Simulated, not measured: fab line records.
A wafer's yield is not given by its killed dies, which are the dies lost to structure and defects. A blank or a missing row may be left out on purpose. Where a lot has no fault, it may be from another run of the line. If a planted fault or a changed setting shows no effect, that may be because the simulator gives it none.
A sampling plan put to the test	flow berkeley_cmos170	one fab line, 6 faults that these records tell of, each judged on the records of the lots that it struck; 3 more are left out, because the records don't allow judging them
The line's own looks make up the plan; these are the steps of the route where a gauge or inspection reads the wafer and leaves it unchanged. Where struck wafers have a number at a look and the file lists that look's usual mean and standard deviation on fault-free wafers, the look can be judged. Caught: at a look after the fault's first step, the mean of the struck wafers lies 4 or more of those standard deviations (sigma) from the usual mean. On the tool: the identical test, applied to the tool's own readings at the steps of the fault. Another recipe on the struck wafers, or a record that is blank for them alone, also counts as caught.

== THE FAULTS, as the simulator had put them in ==
1. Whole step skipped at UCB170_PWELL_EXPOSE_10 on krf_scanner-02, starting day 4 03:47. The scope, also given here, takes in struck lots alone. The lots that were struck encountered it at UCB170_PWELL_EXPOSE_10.
2. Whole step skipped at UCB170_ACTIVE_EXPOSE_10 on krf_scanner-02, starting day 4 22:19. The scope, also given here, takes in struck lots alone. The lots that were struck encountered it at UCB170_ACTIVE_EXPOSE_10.
3. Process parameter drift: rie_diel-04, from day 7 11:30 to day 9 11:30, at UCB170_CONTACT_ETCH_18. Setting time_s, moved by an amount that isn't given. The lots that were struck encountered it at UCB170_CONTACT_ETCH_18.
4. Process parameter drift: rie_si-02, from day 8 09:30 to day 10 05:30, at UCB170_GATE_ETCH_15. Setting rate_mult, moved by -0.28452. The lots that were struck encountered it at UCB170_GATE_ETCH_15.
5. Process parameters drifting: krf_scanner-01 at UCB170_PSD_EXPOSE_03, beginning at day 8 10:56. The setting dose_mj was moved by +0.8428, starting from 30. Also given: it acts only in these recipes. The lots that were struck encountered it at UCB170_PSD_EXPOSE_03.
6. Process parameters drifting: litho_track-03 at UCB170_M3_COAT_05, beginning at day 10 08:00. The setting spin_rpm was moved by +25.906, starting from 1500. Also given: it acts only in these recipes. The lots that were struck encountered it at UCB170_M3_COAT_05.

== WHAT THE PLAN SAW ==
fault	on the tool itself	first look that catches it	reading, sigma	median hours from its first step to that look	hours from the fault's start to the first struck lot there	judged looks passed uncaught
1	no reading that can be judged	no look after it can be judged	-	-	-	0
2	no reading that can be judged	no look after it can be judged	-	-	-	0
3	run_length_s -99 or beyond sigma	no look after it can be judged	-	-	-	0
4	only faintly: oes_product_au -2.8 sigma	no look after it can be judged	-	-	-	0
5	exposure_dose_mJ_cm2 +23 sigma	no look after it can be judged	-	-	-	0
6	spin_speed_rpm +21 sigma	not the one look that can be judged after it	-	-	-	1
A dash: the fault is not caught, or the number is missing from these records.

Caught at a look: 0 of 6. Caught on the tool: 3 of 6. By one or the other: 3 of 6.
Faults 3, 5, 6 were caught on the tool alone.
Caught by neither: faults 1, 2, 4.
